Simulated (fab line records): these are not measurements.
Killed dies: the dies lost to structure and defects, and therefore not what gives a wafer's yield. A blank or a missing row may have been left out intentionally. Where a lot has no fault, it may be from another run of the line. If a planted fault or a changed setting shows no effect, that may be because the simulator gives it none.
Which tool was responsible? -- flow rit-cmos -- Sampling: 14 lots, 42 wafers, 5 of 202 route steps

WHAT EACH GAUGE READ, for each wafer
RIT_PLDD_OVL_MEAS_06. Usual: for PLDD_OVL the level is -0.1 nm and the standard deviation is 1.5.
lot,measured,on,PLDD_OVL (nm),flag
L833,day 2 19:57,overlay-02,-2.5 -2.8 -2.0,
L835,day 3 09:17,overlay-01,0.4 -1.9 -2.2,
L836,day 3 13:04,overlay-02,0.4 -0.5 0.4,
L838,day 3 23:53,overlay-01,-2.6 -0.6 -0.9,
L840,day 4 07:41,overlay-02,-0.2 -1.8 0.1,
L842,day 4 17:10,overlay-02,-0.6 -0.4 -1.0,
L843,day 4 22:08,overlay-01,0.5 0.6 0.6,
L844,day 5 02:41,overlay-01,1.3 0.1 1.6,
L845,day 5 07:35,overlay-02,-0.6 -0.4 -2.6,
L846,day 5 12:17,overlay-01,1.1 0.6 3.5,
L848,day 5 21:50,overlay-01,-0.7 0.7 -0.4,
L849,day 6 04:05,overlay-02,-1.5 0.0 0.1,
L850,day 6 07:57,overlay-02,-2.1 -1.2 -0.7,
L855,day 7 09:22,overlay-02,0.1 -0.7 0.4,

RIT_SPACER_THK_MEAS_04. Usual: for SPACER_NITRIDE_THK the level is 245.2 nm and the standard deviation is 1.8.
lot,measured,on,SPACER_NITRIDE_THK (nm),flag
L833,day 2 22:49,film-metro-02,244.3 243.7 244.1,
L835,day 3 12:28,film-metro-01,246.0 246.0 246.4,
L836,day 3 15:56,film-metro-02,244.1 243.5 243.8,
L838,day 4 03:43,film-metro-02,244.0 244.3 244.9,
L840,day 4 10:34,film-metro-02,247.2 245.2 245.7,
L842,day 4 20:10,film-metro-01,244.6 245.3 245.1,
L843,day 5 01:01,film-metro-01,244.2 243.3 242.8,
L844,day 5 05:36,film-metro-01,245.9 244.6 246.6,
L845,day 5 10:34,film-metro-04,248.1 247.9 249.1,
L846,day 5 16:11,film-metro-04,241.8 242.0 241.0,
L848,day 6 02:04,film-metro-04,243.0 242.3 244.6,
L849,day 6 07:26,film-metro-02,262.0 257.9 261.2,OFF
L850,day 6 10:50,film-metro-02,257.8 255.7 258.5,OFF
L855,day 7 12:14,film-metro-02,245.6 243.6 245.5,

WHICH TOOL RAN EACH LOT (tool, then ch and the chambers of the sampled wafers, then the start)
lot,RIT_ACTIVE_STRIP_14,RIT_PWELL_STRIP_09,RIT_SPACER_CVD_03
L833,"plasma-asher-03 ch 0,1, day 1 14:58","plasma-asher-04 ch 0,1, day 1 22:26","lpcvd-02 ch 0, day 2 20:53"
L835,"plasma-asher-03 ch 0,1, day 2 03:11","plasma-asher-01 ch 0,1, day 2 11:51","lpcvd-01 ch 0, day 3 10:32"
L836,"plasma-asher-02 ch 0,1, day 2 06:04","plasma-asher-04 ch 0,1, day 2 15:58","lpcvd-01 ch 1, day 3 14:00"
L838,"plasma-asher-01 ch 0,1, day 2 15:50","plasma-asher-01 ch 0,1, day 3 00:10","lpcvd-02 ch 0, day 4 00:50"
L840,"plasma-asher-02 ch 0, day 3 01:58","plasma-asher-04 ch 0,1, day 3 10:13","lpcvd-01 ch 0, day 4 08:38"
L842,"plasma-asher-01 ch 0,1, day 3 12:41","plasma-asher-03 ch 0, day 3 20:02","lpcvd-01 ch 0, day 4 18:14"
L843,"plasma-asher-03 ch 0,1, day 3 18:36","plasma-asher-04 ch 0,1, day 4 02:07","lpcvd-02 ch 1, day 4 23:05"
L844,"plasma-asher-02 ch 0,1, day 3 22:12","plasma-asher-04 ch 0,1, day 4 05:30","lpcvd-01 ch 0, day 5 03:41"
L845,"plasma-asher-03 ch 0,1, day 4 03:33","plasma-asher-01 ch 0,1, day 4 10:49","lpcvd-02 ch 0, day 5 08:39"
L846,"plasma-asher-01 ch 0,1, day 4 08:43","plasma-asher-01 ch 0,1, day 4 16:18","lpcvd-01 ch 0, day 5 13:17"
L848,"plasma-asher-01 ch 0,1, day 4 17:50","plasma-asher-03 ch 0,1, day 5 01:20","lpcvd-02 ch 1, day 6 00:09"
L849,"plasma-asher-03 ch 0,1, day 5 00:15","plasma-asher-03 ch 0,1, day 5 07:45","lpcvd-01 ch 0, day 6 05:32"
L850,"plasma-asher-01 ch 0,1, day 5 03:58","plasma-asher-01 ch 0,1, day 5 11:24","lpcvd-01 ch 0, day 6 08:55"
L855,"plasma-asher-01 ch 0,1, day 6 04:58","plasma-asher-03 ch 0,1, day 6 12:32","lpcvd-02 ch 0, day 7 10:19"
- RIT_ACTIVE_STRIP_14: strips in O2, time 180 s.
- RIT_PWELL_STRIP_09: strips in O2, time 180 s.
- RIT_SPACER_CVD_03: deposits Si3N4 from SiH2Cl2/NH3, target thk 250 nm, time 3226 s.

WHAT THE TOOLS THEMSELVES READ (means of the sampled wafers that have a number; where no wafer has one, the mark that the record gives instead)
RIT_ACTIVE_STRIP_14. Usual: drypump-motor-current-A 6.2 A, standard deviation 0.4; rf-refl-power-W 6.3 W, standard deviation 1.3.
lot,tool,drypump-motor-current-A (A),rf-refl-power-W (W),flag
L833,plasma-asher-03,6.1,6.0,
L835,plasma-asher-03,5.8,5.8,
L836,plasma-asher-02,6.1,6.8,
L838,plasma-asher-01,6.5,5.7,
L840,plasma-asher-02,6.4,5.6,
L842,plasma-asher-01,6.5,5.5,
L843,plasma-asher-03,5.8,6.0,
L844,plasma-asher-02,6.1,7.0,
L845,plasma-asher-03,6.1,6.4,
L846,plasma-asher-01,6.6,5.8,
L848,plasma-asher-01,6.5,5.7,
L849,plasma-asher-03,6.1,6.2,
L850,plasma-asher-01,6.5,5.9,
L855,plasma-asher-01,6.5,5.7,

RIT_PWELL_STRIP_09. Usual: drypump-motor-current-A 6.0 A, standard deviation 0.45; rf-refl-power-W 6.3 W, standard deviation 1.1.
lot,tool,drypump-motor-current-A (A),rf-refl-power-W (W),flag
L833,plasma-asher-04,5.5,7.5,
L835,plasma-asher-01,6.6,5.8,
L836,plasma-asher-04,5.5,8.0,
L838,plasma-asher-01,6.5,5.6,
L840,plasma-asher-04,5.5,7.6,
L842,plasma-asher-03,6.3,6.2,
L843,plasma-asher-04,5.5,7.5,
L844,plasma-asher-04,5.5,7.8,
L845,plasma-asher-01,6.5,5.8,
L846,plasma-asher-01,6.5,5.9,
L848,plasma-asher-03,5.8,6.0,
L849,plasma-asher-03,5.8,6.0,
L850,plasma-asher-01,6.5,5.8,
L855,plasma-asher-03,5.8,5.7,

RIT_SPACER_CVD_03. Usual: sih2cl2-flow-sccm 60.01 sccm, standard deviation 0.17.
lot,tool,sih2cl2-flow-sccm (sccm),flag
L833,lpcvd-02,59.92,
L835,lpcvd-01,60.06,
L836,lpcvd-01,60.07,
L838,lpcvd-02,59.97,
L840,lpcvd-01,60.11,
L842,lpcvd-01,60.17,
L843,lpcvd-02,60.11,
L844,lpcvd-01,59.80,
L845,lpcvd-02,59.96,
L846,lpcvd-01,60.08,
L848,lpcvd-02,59.91,
L849,lpcvd-01,72.32,OFF
L850,lpcvd-01,72.00,OFF
L855,lpcvd-02,60.19,

THE ANSWER, worked out from the rows above alone
Rule: take the mean of a lot's wafers that have a number; if it is more than 3 standard deviations from the usual mean, the lot is off. Also off: a lot with no number at a reading for which 4 or more lots have one. Any other lot the step has rows for is counted as sound. After the gauges, taken in route order, come the tools' own readings; for these a lot's mean is taken, as printed above. The first step at which some lot is off is used, and at that step the reading that is off furthest; a lot without a number counts as furthest.
Off: L849, L850, seen at RIT_SPACER_THK_MEAS_04 (SPACER_NITRIDE_THK).
If a tool, at a process step before that reading, ran all the lots that are off and no sound lot after the first of them, it fits. Not tried: the gauges at RIT_SPACER_THK_MEAS_04; whatever is off there is also off at RIT_SPACER_CVD_03, on other tools, and gauge error can't account for it. One fits: lpcvd-01 at RIT_SPACER_CVD_03. A fault onset in the window from L846 (day 5 13:17, its last sound lot) to L849 (day 6 05:32, its first lot off) fits.
The tool's own readings at RIT_SPACER_CVD_03 bear it out: on the lots that are off they differ by more than 5 times the standard deviation of the sound lots' means. sih2cl2-flow-sccm reads 72.16 sccm there against 60.03 sccm on the sound lots.

WHAT HAD BEEN PUT IN BY THE SIMULATOR
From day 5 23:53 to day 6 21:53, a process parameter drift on lpcvd-01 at RIT_SPACER_CVD_03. The setting sih2cl2-flow-sccm was moved by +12, starting from 60. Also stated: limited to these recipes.
Struck lots among those shown: L849, L850. This agrees with what the rule above found.
